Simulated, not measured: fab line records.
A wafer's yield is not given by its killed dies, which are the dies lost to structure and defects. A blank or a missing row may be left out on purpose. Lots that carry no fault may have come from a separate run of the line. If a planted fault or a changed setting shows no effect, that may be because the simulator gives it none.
Split-lot experiment || flow berkeley_cmos170 || route with 331 steps; 5 lots, 23 wafers read

## THE SPLIT
At UCB170_CONTACT_CVD_01 (deposits PSG from SiH4/O2/PH3, target thk 700 nm, time 2820 s), the setting time_s was moved away from the recipe's 2820 s on 20 of the 23 wafers read, by -12.8% to +6.6%. The other wafers ran this setting at the recipe's value.

There is no step in the file separating the split from the reading.

## THE READING
Values of CONTACT_PSG_THK in nm from UCB170_CONTACT_THK_MEAS_02. Typical for fault-free wafers on this fab line: 701 nm, with standard deviation 4.3 nm.

{"wafer": "L078.1", "tool, chamber at the split": "-, -", "time_s as run, s": 2627, "against the recipe": "-6.8%", "CONTACT_PSG_THK, nm": 643, "against lot-mates on the recipe": "no lot-mate on the recipe"}
{"wafer": "L078.2", "tool, chamber at the split": "-, -", "time_s as run, s": 2627, "against the recipe": "-6.8%", "CONTACT_PSG_THK, nm": 648, "against lot-mates on the recipe": "no lot-mate on the recipe"}
{"wafer": "L078.4", "tool, chamber at the split": "-, -", "time_s as run, s": 2627, "against the recipe": "-6.8%", "CONTACT_PSG_THK, nm": 645, "against lot-mates on the recipe": "no lot-mate on the recipe"}
{"wafer": "L078.5", "tool, chamber at the split": "-, -", "time_s as run, s": 2627, "against the recipe": "-6.8%", "CONTACT_PSG_THK, nm": 650, "against lot-mates on the recipe": "no lot-mate on the recipe"}
{"wafer": "L078.6", "tool, chamber at the split": "-, -", "time_s as run, s": 2627, "against the recipe": "-6.8%", "CONTACT_PSG_THK, nm": 646, "against lot-mates on the recipe": "no lot-mate on the recipe"}
{"wafer": "L080.1", "tool, chamber at the split": "-, -", "time_s as run, s": 3007, "against the recipe": "+6.6%", "CONTACT_PSG_THK, nm": 748, "against lot-mates on the recipe": "no lot-mate on the recipe"}
{"wafer": "L080.2", "tool, chamber at the split": "-, -", "time_s as run, s": 3007, "against the recipe": "+6.6%", "CONTACT_PSG_THK, nm": 746, "against lot-mates on the recipe": "no lot-mate on the recipe"}
{"wafer": "L080.4", "tool, chamber at the split": "-, -", "time_s as run, s": 3007, "against the recipe": "+6.6%", "CONTACT_PSG_THK, nm": 748, "against lot-mates on the recipe": "no lot-mate on the recipe"}
{"wafer": "L080.5", "tool, chamber at the split": "-, -", "time_s as run, s": 3007, "against the recipe": "+6.6%", "CONTACT_PSG_THK, nm": 752, "against lot-mates on the recipe": "no lot-mate on the recipe"}
{"wafer": "L080.6", "tool, chamber at the split": "-, -", "time_s as run, s": 3007, "against the recipe": "+6.6%", "CONTACT_PSG_THK, nm": 757, "against lot-mates on the recipe": "no lot-mate on the recipe"}
{"wafer": "L082.1", "tool, chamber at the split": "-, -", "time_s as run, s": 2973, "against the recipe": "+5.4%", "CONTACT_PSG_THK, nm": 748, "against lot-mates on the recipe": "no lot-mate on the recipe"}
{"wafer": "L082.2", "tool, chamber at the split": "-, -", "time_s as run, s": 2973, "against the recipe": "+5.4%", "CONTACT_PSG_THK, nm": 741, "against lot-mates on the recipe": "no lot-mate on the recipe"}
{"wafer": "L082.3", "tool, chamber at the split": "-, -", "time_s as run, s": 2973, "against the recipe": "+5.4%", "CONTACT_PSG_THK, nm": 749, "against lot-mates on the recipe": "no lot-mate on the recipe"}
{"wafer": "L082.4", "tool, chamber at the split": "-, -", "time_s as run, s": 2973, "against the recipe": "+5.4%", "CONTACT_PSG_THK, nm": 746, "against lot-mates on the recipe": "no lot-mate on the recipe"}
{"wafer": "L082.6", "tool, chamber at the split": "-, -", "time_s as run, s": 2973, "against the recipe": "+5.4%", "CONTACT_PSG_THK, nm": 744, "against lot-mates on the recipe": "no lot-mate on the recipe"}
{"wafer": "L083.1", "tool, chamber at the split": "-, -", "time_s as run, s": 2458, "against the recipe": "-12.8%", "CONTACT_PSG_THK, nm": 606, "against lot-mates on the recipe": "no lot-mate on the recipe"}
{"wafer": "L083.2", "tool, chamber at the split": "-, -", "time_s as run, s": 2458, "against the recipe": "-12.8%", "CONTACT_PSG_THK, nm": 606, "against lot-mates on the recipe": "no lot-mate on the recipe"}
{"wafer": "L083.3", "tool, chamber at the split": "-, -", "time_s as run, s": 2458, "against the recipe": "-12.8%", "CONTACT_PSG_THK, nm": 608, "against lot-mates on the recipe": "no lot-mate on the recipe"}
{"wafer": "L083.4", "tool, chamber at the split": "-, -", "time_s as run, s": 2458, "against the recipe": "-12.8%", "CONTACT_PSG_THK, nm": 610, "against lot-mates on the recipe": "no lot-mate on the recipe"}
{"wafer": "L083.5", "tool, chamber at the split": "-, -", "time_s as run, s": 2458, "against the recipe": "-12.8%", "CONTACT_PSG_THK, nm": 608, "against lot-mates on the recipe": "no lot-mate on the recipe"}
{"wafer": "L085.1", "tool, chamber at the split": "lpcvd-01, 0", "time_s as run, s": 2820, "against the recipe": "recipe", "CONTACT_PSG_THK, nm": 709, "against lot-mates on the recipe": "-"}
{"wafer": "L085.3", "tool, chamber at the split": "lpcvd-01, 0", "time_s as run, s": 2820, "against the recipe": "recipe", "CONTACT_PSG_THK, nm": 707, "against lot-mates on the recipe": "-"}
{"wafer": "L085.5", "tool, chamber at the split": "lpcvd-01, 0", "time_s as run, s": 2820, "against the recipe": "recipe", "CONTACT_PSG_THK, nm": 706, "against lot-mates on the recipe": "-"}

FIT RESULTS
A straight line over all 23 wafers: CONTACT_PSG_THK changes by +7.55 nm for each +1% of time_s; r = +1.00; the points scatter about the line by 4.4 nm.
Too few moved wafers have a lot-mate on the recipe to fit a line with each lot's own level taken away.

## THE WHOLE CHAIN: every reading that the file lists as answering this split, in the file's order
{"step": "UCB170_CONTACT_CVD_01", "what it does": "deposits PSG from SiH4/O2/PH3, target thk 700 nm, time 2820 s", "reading": "PSG_of_CONTACT_CVD_01.thk_nm (the simulator's own value, which no gauge read)", "change (the file's fit)": "+7.55 nm for each +1% of the setting", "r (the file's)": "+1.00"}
{"step": "UCB170_CONTACT_THK_MEAS_02", "what it does": "", "reading": "CONTACT_PSG_THK", "change (the file's fit)": "+7.55 for each +1% of the setting", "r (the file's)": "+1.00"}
{"step": "UCB170_CONTACT_ETCH_18", "what it does": "etches PSG in CHF3/CF4/Ar, stops on TiSi2, target depth 840 nm, time 195 s", "reading": "etch.depth_nm (the simulator's own value, which no gauge read)", "change (the file's fit)": "+7.49 nm for each +1% of the setting", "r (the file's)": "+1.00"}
{"step": "UCB170_CONTACT_ETCH_18", "what it does": "etches PSG in CHF3/CF4/Ar, stops on TiSi2, target depth 840 nm, time 195 s", "reading": "CONTACT.feature_depth_nm (the simulator's own value, which no gauge read)", "change (the file's fit)": "+7.55 nm for each +1% of the setting", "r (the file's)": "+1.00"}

## FILE'S OWN FIT
CONTACT_PSG_THK changes by +7.55 nm for each +1% of time_s, r = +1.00.
